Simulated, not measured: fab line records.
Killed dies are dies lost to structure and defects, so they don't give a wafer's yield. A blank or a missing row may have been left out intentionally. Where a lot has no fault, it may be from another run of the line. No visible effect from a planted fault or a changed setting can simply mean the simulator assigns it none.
fab line records	flow berkeley-cmos170
[record] lots = 13	wafers = 39	last-day = 12
route steps=331 shown PWELL@50 PSD@178 SILICIDE@214 CONTACT@222
lots that met no fault: taken from a fault-free run of the same line
start-h: start of the lot's first displayed wafer, in hours after the record's first day	wait-h: time in hours since the lot's previous step	" repeats the value in the row above	L1.1+2: a single row standing in for several wafers	- no value present, or no start provided	* or withheld: withheld	< > ~ a bound
route shown NAME@n: NAME is a module with steps in the file, n the number in the route of the first one	usual: mean/standard deviation of fault-free wafers	same: alike in all rows	chamber/n: place in a boat	sites: each site's reading	_std_site: standard deviation across them	_edge_site: the outer-site mean with the inner-site mean subtracted	radius-mm: how far each site lies from the wafer's centre	mask NAME#n: copy n	behind: the tool/chamber that last shaped the wafer	hold: cause of the lot's hold/its duration in hours/its outcome	device: names the non-switching transistor (n, p or np)	end of line: tests of these same wafers at the route's end	a step with no rows: only its recipe	killed: dies lost to structure and defects at the first sort, not the wafer's yield	map: a wafer's dies, x killed, . not, _ none there
set.NAME: the setting that was run; set.NAME@STEP: the one run at that earlier step	model.NAME: the simulator's own value behind a step, which no gauge read
a sample of lots followed through the steps of the route, with each step as a table and each wafer as a row
services: from which hour (start-h, from the record's first day; less than 0 if before it) a tool's chamber was out of use, for how many hours, and why
[[steps]]
[step UCB170_PWELL_STRIP_16]
[recipe] chemistry = O2	power-w = 400	pressure-mtorr = 3500	platen-temp-c = withheld	o2-flow-sccm = 400	overash-fraction = 0.5
[usual] drypump-motor-current-A = 5.6/0.48	oes-product-au = 0.721/0.004	strip-time-to-endpoint-s = 18.08/0.079
lot.wafer	tool	chamber	start-h	wait-h	drypump-motor-current-A	oes-product-au	rf-hours-counter-h	strip-time-to-endpoint-s
L344.2	plasma-asher-03	1	50.66	0.1	5.6	0.725	21	17.99
L344.3	"	0	"	"	6.1	0.724	-	18.05
L344.4	"	1	"	"	5.6	0.725	-	18.14
L345.2	plasma-asher-03	0	52.83	0.1	6.1	0.716	22	17.99
L345.4	"	1	"	"	5.6	0.719	-	18.03
L345.6	"	0	"	"	6.1	0.718	-	17.90
L346.1	plasma-asher-03	1	57.19	0.1	5.6	0.724	22	18.25
L346.3	"	0	"	"	6.1	0.733	-	18.14
L346.5	"	1	"	"	5.6	0.718	-	18.10
L349.2	plasma-asher-04	0	77.43	0.1	4.6	0.723	35	18.00
L349.3	"	1	"	"	5.3	0.722	-	17.97
L349.6	"	0	"	"	4.6	0.724	-	18.02
L351.1	plasma-asher-03	1	88.46	0.1	5.6	0.720	26	18.05
L351.3	"	0	"	"	6.1	0.726	-	18.05
L351.5	"	0	"	"	6.1	0.721	-	17.97
L353.1	plasma-asher-01	0	97.99	0.1	5.7	0.725	37	18.01
L353.2	"	1	"	"	6.1	0.719	37	18.01
L353.3	"	1	"	"	6.1	0.721	-	18.05
L352.3	plasma-asher-03	1	98.14	0.1	5.6	0.720	-	18.05
L352.4	"	0	"	"	6.1	0.722	-	18.09
L352.5	"	1	"	"	5.7	0.719	-	18.03
L354.3	plasma-asher-03	1	108.14	0.1	5.6	0.719	-	18.24
L354.4	"	0	"	"	6.1	0.717	-	18.10
L354.5	"	1	"	"	5.6	0.720	-	18.12
L357.3	plasma-asher-03	1	118.78	0.1	5.7	0.729	-	17.93
L357.5	"	0	"	"	6.1	0.726	-	18.02
L357.6	"	1	"	"	5.7	0.718	-	18.04
L356.4	plasma-asher-04	0	119.06	0.1	4.6	0.718	-	18.10
L356.5	"	0	"	"	4.6	0.722	-	18.13
L356.6	"	1	"	"	5.3	0.721	-	18.07
L360.3	plasma-asher-04	1	130.87	0.1	5.3	0.728	-	18.23
L360.5	"	1	"	"	5.3	0.722	-	18.11
L360.6	"	0	"	"	4.6	0.719	-	18.17
L361.1	plasma-asher-03	1	135.48	0.1	5.6	0.721	34	18.04
L361.2	"	0	"	"	6.1	0.722	34	18.03
L361.3	"	1	"	"	5.7	0.721	-	18.05
L367.1	plasma-asher-01	0	162.84	0.1	5.7	0.724	45	18.03
L367.4	"	1	"	"	6.1	0.733	-	18.04
L367.6	"	0	"	"	5.7	0.722	-	17.97
[step UCB170_PSD_EXPOSE_03]
[recipe] mask-id = PSELECT_MOD	na = 0.5	sigma-outer = 0.6	source-shape = conventional	target-cd-nm = 1200	dose-mj = 30
[usual] exposure-dose-mJ-cm2 = 29.812/0.028	reticle-temp-C = 22.99/0.096
[same] na = 0.5
lot.wafer	tool	chamber	start-h	wait-h	mask	exposure-dose-mJ-cm2	reticle-temp-C
L344.2	krf-scanner-02	0	137.89	0.1	PSELECT_MOD#0	29.810	22.97
L344.3	"	0	"	"	PSELECT_MOD#0	29.777	23.01
L344.4	"	0	"	"	PSELECT_MOD#0	29.800	22.98
L346.1	krf-scanner-02	0	146.62	0.1	PSELECT_MOD#0	29.794	23.13
L346.3	"	0	"	"	PSELECT_MOD#0	29.856	23.00
L346.5	"	0	"	"	PSELECT_MOD#0	29.819	22.95
L345.2	krf-scanner-02	0	146.76	0.2	PSELECT_MOD#0	29.835	23.13
L345.4	"	0	"	"	PSELECT_MOD#0	29.869	23.27
L345.6	"	0	"	"	PSELECT_MOD#0	29.822	23.07
L349.2	krf-scanner-02	0	162.30	0.1	PSELECT_MOD#0	29.799	23.09
L349.3	"	0	"	"	PSELECT_MOD#0	29.840	22.86
L349.6	"	0	"	"	PSELECT_MOD#0	29.790	22.99
L351.1	krf-scanner-01	0	175.49	0.6	PSELECT_MOD#0	29.860	23.11
L351.3	"	0	"	"	PSELECT_MOD#0	29.841	23.14
L351.5	"	0	"	"	PSELECT_MOD#0	29.829	23.03
L353.1	krf-scanner-01	0	183.28	0.1	PSELECT_MOD#0	29.789	23.01
L353.2	"	0	"	"	PSELECT_MOD#0	29.820	23.14
L353.3	"	0	"	"	PSELECT_MOD#0	29.849	23.21
L352.3	krf-scanner-01	0	183.43	0.2	PSELECT_MOD#0	29.762	23.11
L352.4	"	0	"	"	PSELECT_MOD#0	29.797	23.12
L352.5	"	0	"	"	PSELECT_MOD#0	29.808	22.97
L356.4	krf-scanner-01	0	197.56	0.1	PSELECT_MOD#0	29.803	22.89
L356.5	"	0	"	"	PSELECT_MOD#0	29.815	22.91
L356.6	"	0	"	"	PSELECT_MOD#0	29.767	22.92
L357.3	krf-scanner-01	0	197.66	0.2	PSELECT_MOD#0	29.792	22.84
L357.5	"	0	"	"	PSELECT_MOD#0	29.777	22.94
L357.6	"	0	"	"	PSELECT_MOD#0	29.770	22.80
L354.3	krf-scanner-02	0	197.91	0.2	PSELECT_MOD#0	29.786	22.74
L354.4	"	0	"	"	PSELECT_MOD#0	29.803	22.91
L354.5	"	0	"	"	PSELECT_MOD#0	29.802	22.83
L361.1	krf-scanner-02	0	214.10	0.2	NSELECT_MOD#0	29.781	22.89
L361.2	"	0	"	"	NSELECT_MOD#0	29.800	22.93
L361.3	"	0	"	"	NSELECT_MOD#0	29.760	22.99
L360.3	krf-scanner-01	0	214.62	0.3	PSELECT_MOD#0	29.852	22.96
L360.5	"	0	"	"	PSELECT_MOD#0	29.821	22.99
L360.6	"	0	"	"	PSELECT_MOD#0	29.865	23.03
L367.1	krf-scanner-02	0	247.62	0.1	PSELECT_MOD#0	29.806	23.01
L367.4	"	0	"	"	PSELECT_MOD#0	29.770	23.03
L367.6	"	0	"	"	PSELECT_MOD#0	29.802	22.99
[step UCB170_PSD_CD_MEAS_06]
[recipe] target-cd-nm = 1200
[usual] cd-nm = 1199.9/1.3
lot.wafer	tool	chamber	start-h	wait-h	cd-nm
L344.2	cd-sem-02	-	138.48	-	1198.3
L344.3	"	-	"	"	1199.1
L344.4	"	-	"	"	1198.4
L346.1	cd-sem-02	-	147.02	-	1200.6
L346.3	"	-	"	"	1201.9
L346.5	"	-	"	"	1202.9
L345.2	cd-sem-02	-	147.40	-	1198.2
L345.4	"	-	"	"	1199.2
L345.6	"	-	"	"	1198.1
L349.2	cd-sem-02	-	163.30	-	1202.0
L349.3	"	-	"	"	1201.8
L349.6	"	-	"	"	1199.6
L351.1	cd-sem-01	-	176.02	-	1197.3
L351.3	"	-	"	"	1198.8
L351.5	"	-	"	"	1197.9
L353.1	cd-sem-01	-	183.67	-	1201.2
L353.2	"	-	"	"	1200.9
L353.3	"	-	"	"	1201.7
L352.3	cd-sem-01	-	183.83	-	1199.8
L352.4	"	-	"	"	1200.2
L352.5	"	-	"	"	1201.1
L356.4	cd-sem-01	-	198.94	-	1198.2
L356.5	"	-	"	"	1199.9
L356.6	"	-	"	"	1200.6
L357.3	cd-sem-01	-	199.16	-	1201.5
L357.5	"	-	"	"	1200.0
L357.6	"	-	"	"	1200.7
L354.3	cd-sem-01	-	199.40	-	1199.6
L354.4	"	-	"	"	1199.7
L354.5	"	-	"	"	1199.8
L361.1	cd-sem-02	-	214.70	-	-
L361.2	"	-	"	"	-
L361.3	"	-	"	"	-
L360.3	cd-sem-02	-	215.47	-	1200.1
L360.5	"	-	"	"	1198.9
L360.6	"	-	"	"	1200.7
L367.1	cd-sem-01	-	248.01	-	1201.3
L367.4	"	-	"	"	1200.1
L367.6	"	-	"	"	1199.8
[step UCB170_PSD_TW_MEAS_10]
[usual] PSD_TW = 2306/20
lot.wafer	tool	chamber	start-h	wait-h	PSD_TW
L344.2	film-metro-01	-	138.87	0.1	2293
L344.3	"	-	"	"	2281
L344.4	"	-	"	"	2286
L346.1	film-metro-01	-	147.42	0.1	2290
L346.3	"	-	"	"	2291
L346.5	"	-	"	"	2306
L345.2	film-metro-03	-	147.79	0.1	2350
L345.4	"	-	"	"	2343
L345.6	"	-	"	"	2330
L349.2	film-metro-02	-	163.70	0.1	2294
L349.3	"	-	"	"	2291
L349.6	"	-	"	"	2288
L351.1	film-metro-02	-	176.43	0.1	2305
L351.3	"	-	"	"	2317
L351.5	"	-	"	"	2308
L353.1	film-metro-01	-	184.07	0.1	2292
L353.2	"	-	"	"	2292
L353.3	"	-	"	"	2297
L352.3	film-metro-03	-	184.21	0.1	2311
L352.4	"	-	"	"	2344
L352.5	"	-	"	"	2313
L356.4	film-metro-02	-	199.32	0.1	2281
L356.5	"	-	"	"	2297
L356.6	"	-	"	"	2289
L357.3	film-metro-02	-	199.55	0.1	2293
L357.5	"	-	"	"	2291
L357.6	"	-	"	"	2281
L354.3	film-metro-02	-	199.79	0.1	2297
L354.4	"	-	"	"	2296
L354.5	"	-	"	"	2294
L361.1	film-metro-02	-	215.11	0.1	30
L361.2	"	-	"	"	29
L361.3	"	-	"	"	30
L360.3	film-metro-03	-	215.85	0.1	2348
L360.5	"	-	"	"	2341
L360.6	"	-	"	"	2342
L367.1	film-metro-01	-	248.41	0.1	2289
L367.4	"	-	"	"	2293
L367.6	"	-	"	"	2294
[step UCB170_SILICIDE_RTA_04]
[recipe] temp-c = 650	time-s = 15	ambient = N2
[usual] lamp-power-pct = 10.3/0.62	wafer_temp_C_max = 653.1/0.95
lot.wafer	tool	chamber	start-h	wait-h	lamp-power-pct	wafer_temp_C_max
L344.2	rtp-anneal-01	0	142.43	0.1	10.8	652.0
L344.3	"	0	"	"	10.8	652.7
L344.4	"	0	"	"	10.8	652.7
L346.1	rtp-anneal-02	0	155.76	0.1	9.5	653.4
L346.3	"	0	"	"	9.5	653.6
L346.5	"	0	"	"	9.5	654.9
L345.2	rtp-anneal-01	0	155.78	0.1	10.8	652.2
L345.4	"	0	"	"	10.8	652.9
L345.6	"	0	"	"	10.8	653.2
L349.2	rtp-anneal-01	0	173.36	0.1	10.8	652.5
L349.3	"	0	"	"	10.8	652.6
L349.6	"	0	"	"	10.8	653.2
L351.1	rtp-anneal-01	0	180.53	0.1	10.8	651.9
L351.3	"	0	"	"	10.8	652.2
L351.5	"	0	"	"	10.8	651.7
L353.1	rtp-anneal-02	0	189.37	0.1	9.5	653.7
L353.2	"	0	"	"	9.5	654.6
L353.3	"	0	"	"	9.5	653.8
L352.3	rtp-anneal-01	0	189.77	0.1	10.8	653.2
L352.4	"	0	"	"	10.8	653.3
L352.5	"	0	"	"	10.8	652.5
L356.4	rtp-anneal-02	0	203.19	0.1	9.5	654.0
L356.5	"	0	"	"	9.5	653.7
L356.6	"	0	"	"	9.5	655.2
L357.3	rtp-anneal-01	0	203.61	0.1	10.8	652.6
L357.5	"	0	"	"	10.8	652.6
L357.6	"	0	"	"	10.8	653.3
L354.3	rtp-anneal-02	0	203.81	0.1	9.5	654.0
L354.4	"	0	"	"	9.5	654.4
L354.5	"	0	"	"	9.5	653.5
L361.1	rtp-anneal-02	0	219.36	0.1	9.5	654.1
L361.2	"	0	"	"	9.5	653.5
L361.3	"	0	"	"	9.5	653.4
L360.3	rtp-anneal-01	0	220.23	0.1	10.8	652.8
L360.5	"	0	"	"	10.8	652.0
L360.6	"	0	"	"	10.8	651.7
L367.1	rtp-anneal-01	0	253.91	0.1	10.8	652.0
L367.4	"	0	"	"	10.8	652.3
L367.6	"	0	"	"	10.8	652.8
[step UCB170_CONTACT_STRIP_06]
[recipe] chemistry = O2	power-w = 400	pressure-mtorr = 3500	platen-temp-c = withheld	o2-flow-sccm = 400	overash-fraction = 0.5
[usual] drypump-motor-current-A = 5.6/0.55	oes-product-au = 0.734/0.0043	strip-time-to-endpoint-s = 21.96/0.054
lot.wafer	tool	chamber	start-h	wait-h	drypump-motor-current-A	oes-product-au	rf-hours-counter-h	strip-time-to-endpoint-s
L344.2	plasma-asher-04	1	144.99	0.1	5.3	0.729	44	21.94
L344.3	"	1	"	"	5.3	0.737	-	21.94
L344.4	"	0	"	"	4.6	0.730	-	21.83
L346.1	plasma-asher-04	1	158.52	0.1	5.3	0.730	46	21.95
L346.3	"	0	"	"	4.6	0.735	-	21.99
L346.5	"	0	"	"	4.6	0.728	-	21.91
L345.2	plasma-asher-03	1	158.58	0.1	5.6	0.733	36	21.94
L345.4	"	1	"	"	5.7	0.735	-	21.99
L345.6	"	0	"	"	6.1	0.737	-	21.94
L349.2	plasma-asher-02	0	176.95	0.1	5.8	0.736	7	21.87
L349.3	"	1	"	"	6.2	0.736	-	21.95
L349.6	"	0	"	"	5.8	0.744	-	21.99
L351.1	plasma-asher-02	1	184.42	0.1	6.3	0.735	8	21.95
L351.3	"	0	"	"	5.8	0.736	-	21.89
L351.5	"	0	"	"	5.8	0.735	-	21.90
L352.3	plasma-asher-02	0	192.34	0.1	5.8	0.730	-	22.02
L352.4	"	1	"	"	6.3	0.724	-	22.00
L352.5	"	1	"	"	6.2	0.735	-	21.96
L353.1	plasma-asher-03	0	192.83	0.1	6.1	0.730	41	22.06
L353.2	"	1	"	"	5.6	0.743	41	22.00
L353.3	"	0	"	"	6.1	0.732	-	22.09
L356.4	plasma-asher-04	0	205.75	0.1	4.6	0.735	-	21.95
L356.5	"	1	"	"	5.3	0.735	-	21.89
L356.6	"	0	"	"	4.6	0.735	-	21.94
L354.3	plasma-asher-03	1	206.98	0.1	5.6	0.732	-	21.93
L354.4	"	0	"	"	6.1	0.733	-	21.88
L354.5	"	0	"	"	6.1	0.736	-	22.01
L357.3	plasma-asher-04	1	207.06	0.1	5.3	0.736	-	21.96
L357.5	"	0	"	"	4.6	0.736	-	22.01
L357.6	"	1	"	"	5.3	0.735	-	21.88
L361.1	plasma-asher-04	1	221.92	0.1	5.3	0.729	53	21.99
L361.2	"	0	"	"	4.6	0.731	53	21.97
L361.3	"	0	"	"	4.6	0.738	-	21.97
L360.3	plasma-asher-04	0	223.74	0.1	4.6	0.729	-	21.94
L360.5	"	0	"	"	4.6	0.733	-	21.87
L360.6	"	1	"	"	5.3	0.737	-	22.00
L367.1	plasma-asher-04	0	256.90	0.1	4.6	0.734	58	21.96
L367.4	"	0	"	"	4.6	0.734	-	21.92
L367.6	"	0	"	"	4.7	0.729	-	22.00
[[services]]
tool	chamber	start-h	hours	kind
krf-scanner-01	-	32.44	3.6	pm
krf-scanner-02	-	50.37	1.3	pm
krf-scanner-02	-	61.71	0.5	repair
krf-scanner-01	-	66.42	4.4	pm
plasma-asher-03	-	69.81	0.7	repair
plasma-asher-04	-	79.56	1.8	repair
plasma-asher-04	-	84.51	0.8	repair
krf-scanner-02	-	85.89	1.0	pm
krf-scanner-01	-	90.48	0.8	pm
krf-scanner-02	-	93.69	5.6	repair
krf-scanner-02	-	94.47	2.7	repair
krf-scanner-01	-	114.82	1.0	pm
krf-scanner-01	-	119.88	36.0	pm
rtp-anneal-01	-	131.52	6.3	pm
krf-scanner-02	-	154.75	3.7	repair
krf-scanner-02	-	158.40	0.8	pm
krf-scanner-02	-	165.10	0.6	repair
plasma-asher-04	-	174.07	3.2	repair
krf-scanner-02	-	176.28	0.1	repair
krf-scanner-02	-	179.69	8.9	repair
krf-scanner-02	-	204.16	3.3	repair
krf-scanner-02	-	214.35	0.2	repair
krf-scanner-02	-	226.32	1.3	pm
krf-scanner-02	-	230.01	3.6	pm
[[key]]
[first-sign] step = UCB170_PSD_EXPOSE_03	reading = mask	direction = changed
[effect] step = UCB170_PSD_CD_MEAS_06	reading = cd-nm	direction = missing
[effect] step = UCB170_PSD_TW_MEAS_10	reading = PSD_TW	direction = down	sigmas = 99+	usual = 2306	struck = 30
met-at UCB170_PSD_EXPOSE_03
struck-lots L361
sort-left-out L361.1,L361.2,L361.3
tester-left-out L361
not-acting-at UCB170_PWELL_STRIP_16,UCB170_SILICIDE_RTA_04,UCB170_CONTACT_STRIP_06
onset-between 197.91 214.10
[fault] kind = wrong-mask	tool = any	chamber = -	onset-h = 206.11	steps = UCB170_PSD_EXPOSE_03	aux-copy = NSELECT_MOD#0	scope = struck-lots-only
// tester-left-out: of these lots the tester's yield and bins aren't shown, on N5 and GAA mostly nor the transistor test; their killed dies are dies lost to structure and defects alone, not to doping, threshold or leakage, so they don't give the yield
// sort-left-out: the simulated sort isn't trusted on such a fault, so these wafers' sort isn't shown, and their yield isn't known
